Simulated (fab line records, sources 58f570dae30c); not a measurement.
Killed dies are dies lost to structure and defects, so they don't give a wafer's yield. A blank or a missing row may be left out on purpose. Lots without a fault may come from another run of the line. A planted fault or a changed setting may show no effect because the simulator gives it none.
Chamber matching | flow berkeley_cmos170 | UCB170_M3_ETCH_17 on rie_diel-01: 4 sister chambers
The step etches BARC in N2/H2. 15 wafers are shown with their chamber, then 7 later ones without.

WAFERS WITH THEIR CHAMBER
wafer  | chamber | throttle_valve_pct (%) | oes_product_au (a.u.) | rf_fwd_power_W (W)
L996.1 | 2       | 13.49                  | 0.993                 | 494.7
L996.2 | 3       | 13.40                  | 1.000                 | 492.9
L996.4 | 0       | 13.22                  | 1.022                 | 496.0
L998.2 | 2       | 13.52                  | 0.985                 | 495.2
L998.3 | 3       | 13.40                  | 0.991                 | 494.9
L998.5 | 0       | 13.21                  | 1.006                 | 493.0
L104.1 | 1       | 13.35                  | 0.996                 | 495.1
L104.2 | 3       | 13.42                  | 0.997                 | 493.5
L104.6 | 0       | 13.23                  | 1.011                 | 493.4
L106.1 | 0       | 13.24                  | 1.013                 | 495.3
L106.5 | 0       | 13.22                  | 1.003                 | 494.6
L106.6 | 1       | 13.34                  | 0.995                 | 498.1
L107.2 | 1       | 13.36                  | 1.000                 | 493.1
L107.5 | 1       | 13.35                  | 0.986                 | 495.9
L107.6 | 2       | 13.50                  | 0.996                 | 496.0

SIGNATURES (means of the wafers above)
reading            | chamber 0 | chamber 1 | chamber 2 | chamber 3 | scatter within a chamber
throttle_valve_pct | 13.2240   | 13.3500   | 13.5033   | 13.4067   | 0.0115
oes_product_au     | 1.01100   | 0.99425   | 0.99133   | 0.99600   | 0.00622
rf_fwd_power_W     | 494.460   | 495.550   | 495.300   | 493.767   | 1.42
Rule: a wafer's distance from a chamber is the root of the sum, over the readings, of the square of ((its reading less the chamber's mean) divided by the reading's scatter). The wafer belongs to the nearest chamber; if the next one is less than 2 further off, it can't be placed. The scatter: the root of (the sum of the squares of (reading less its chamber's mean) over the shown wafers, divided by (wafers less chambers)).

WAFERS WITHOUT THEIR CHAMBER
wafer  | throttle_valve_pct (%) | oes_product_au (a.u.) | rf_fwd_power_W (W)
L108.1 | 13.35                  | 0.990                 | 495.5
L108.3 | 13.23                  | 1.013                 | 493.5
L108.4 | 13.42                  | 1.002                 | 493.4
L111.2 | 13.22                  | 1.023                 | 493.2
L111.3 | 13.52                  | 0.996                 | 497.8
L114.3 | 13.52                  | 0.991                 | 500.4
L114.6 | 13.20                  | 1.016                 | 492.3

WHICH CHAMBER EACH WENT THROUGH
wafer  | from the rows above | in truth
L108.1 | 1                   | 1
L108.3 | 0                   | 0
L108.4 | 3                   | 3
L111.2 | 0                   | 0
L111.3 | 2                   | 2
L114.3 | 2                   | 2
L114.6 | 0                   | 0
Placed correctly: 7 of 7. Can't be placed from these rows: 0. Placed wrongly: 0.
